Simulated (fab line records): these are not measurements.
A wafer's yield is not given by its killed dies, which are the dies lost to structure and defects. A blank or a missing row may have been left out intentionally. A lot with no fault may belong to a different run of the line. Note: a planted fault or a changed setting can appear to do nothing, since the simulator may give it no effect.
fab line records | flow ritCmos
record lots=15 wafers=45 lastDay=7
route steps=202 shown ACTIVE@15
lots with no fault: from the same line, run without faults
startH: the number of hours between the record's first day and the start of the first shown wafer of the lot | waitH: hours since the lot's step before | " identical to the entry in the row above | L1.1+2: one row covering several wafers at once | - no value present, or no start provided | * or withheld: withheld | < > ~ a bound
route shown NAME@n: NAME is a module with steps in the file, n the number in the route of the first one | usual: the fault-free wafers' mean and standard deviation | same: alike in all rows | chamber/n: place in a boat | sites: the reading at each site | _std_site: standard deviation across them | _edge_site: inner sites' mean taken away from outer sites' mean | radiusMm: how far each site lies from the wafer's centre | mask NAME#n: copy n | behind: the most recent tool/chamber to have shaped the wafer | hold: the reason the lot was held/the length of the hold in hours/how it ended | device: the n, p or np transistor that did not switch | end of line: the tests these same wafers got at the end of their route | where a step has no rows: the recipe by itself | killed: dies that structure and defects cost at the first sort, which is not the same as the wafer's yield | map: the dies of a wafer, with x for killed, . for not killed, _ for no die there
set.NAME: the setting as run; set.NAME@STEP: as run at that earlier step | model.NAME: the simulator's own value behind a step, which no gauge read
route steps across a sampled set of lots; one table per step, one row per wafer
services: when a tool's chamber went out of use (startH, in hours from the record's first day, below 0 if earlier), for how many hours, and the reason
## steps
# step RIT_ACTIVE_STRIP_14
# recipe chemistry=O2 timeS=180 resist=NOVOLAK platenTempC=withheld powerW=500 pressureMtorr=4000 o2FlowSccm=4000
# usual chamberPressureMTorr=4000/3.6 drypumpMotorCurrentA=5.6/0.51
# columns lot.wafer tool chamber startH waitH chamberPressureMTorr drypumpMotorCurrentA rfHoursCounterH
L798.2 plasmaAsher-01 1 14.97 0.1 4005 5.6 38
L798.4 " 0 " " 4002 5.6 -
L798.5 " 1 " " 4003 5.6 -
L799.1 plasmaAsher-03 1 20.00 0.1 4009 6.0 39
L799.4 " 0 " " 4002 5.1 -
L799.6 " 1 " " 3997 6.0 -
L804.1 plasmaAsher-03 1 44.97 0.1 4001 6.0 42
L804.2 " 0 " " 4005 5.2 42
L804.3 " 1 " " 4002 6.0 -
L806.1 plasmaAsher-01 1 54.97 0.1 3996 5.6 43
L806.2 " 0 " " 4000 5.6 43
L806.6 " 1 " " 3996 5.6 -
L807.3 plasmaAsher-03 1 60.03 0.1 4000 6.1 -
L807.4 " 0 " " 4002 5.1 -
L807.6 " 0 " " 3994 5.2 -
L809.4 plasmaAsher-03 0 70.03 0.1 3995 5.2 -
L809.5 " 1 " " 4003 6.0 -
L809.6 " 0 " " 4002 5.2 -
L811.4 plasmaAsher-03 1 80.66 0.1 4001 6.0 -
L811.5 " 0 " " 4004 5.1 -
L811.6 " 1 " " 3999 6.0 -
L813.1 plasmaAsher-03 0 89.84 0.1 3995 5.2 47
L813.4 " 1 " " 4002 6.0 -
L813.5 " 0 " " 4001 5.2 -
L815.1 plasmaAsher-02 1 99.97 0.1 - - -
L815.2 " 0 " " - - -
L815.6 " 0 " " - - -
L816.1 plasmaAsher-02 1 105.15 0.1 - - -
L816.3 " 1 " " - - -
L816.4 " 0 " " - - -
L817.1 plasmaAsher-03 1 109.84 0.1 - - -
L817.2 " 0 " " - - -
L817.4 " 0 " " - - -
L818.2 plasmaAsher-03 0 115.10 0.1 3997 5.2 50
L818.5 " 1 " " 4000 6.1 -
L818.6 " 0 " " 4003 5.2 -
L819.2 plasmaAsher-03 1 119.97 0.1 4003 6.1 51
L819.4 " 1 " " 3998 6.1 -
L819.5 " 1 " " 3996 6.1 -
L820.1 plasmaAsher-02 0 124.84 0.1 3996 6.3 0
L820.5 " 1 " " 4001 4.9 -
L820.6 " 0 " " 3996 6.3 -
L821.2 plasmaAsher-01 0 129.84 0.1 4005 5.6 50
L821.3 " 0 " " 3996 5.6 -
L821.4 " 1 " " 3999 5.6 -
## services
# columns tool chamber startH hours kind
plasmaAsher-01 - 27.66 2.8 pm
plasmaAsher-01 - 31.34 1.6 repair
plasmaAsher-01 - 83.32 14.6 pm
plasmaAsher-02 - 108.75 9.0 pm
plasmaAsher-02 0 108.75 9.0 ventCycle
plasmaAsher-02 1 108.75 9.0 ventCycle
plasmaAsher-02 - 117.75 2.8 pm
plasmaAsher-02 0 117.75 - clean
plasmaAsher-02 1 117.75 - clean
## key
firstSign step=RIT_ACTIVE_STRIP_14 reading=toolRecord direction=missing
effect none on later readings
metAt RIT_ACTIVE_STRIP_14
struckLots L815,L816,L817
laterRowsLeftOut L815.1,L815.2,L815.6,L816.1,L816.3,L816.4,L817.1,L817.2,L817.4
sortLeftOut L815.1,L815.2,L815.6,L816.1,L816.3,L816.4,L817.1,L817.2,L817.4
testerLeftOut L815,L816,L817
onsetBetween 89.84 99.97
fault kind=skippedStepWhole tool=plasmaAsher-02,plasmaAsher-03 chamber=- onsetH=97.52 steps=RIT_ACTIVE_STRIP_14 scope=struckLotsOnly
# testerLeftOut: of these lots the tester's yield and bins aren't shown, on N5 and GAA mostly nor the transistor test; their killed dies are dies lost to structure and defects alone, not to doping, threshold or leakage, so they don't give the yield
# sortLeftOut: the simulated sort isn't trusted on such a fault, so these wafers' sort isn't shown, and their yield isn't known
# laterRowsLeftOut: the simulator's readings of these wafers behind a module that went badly wrong aren't trusted and aren't shown, but for the sort
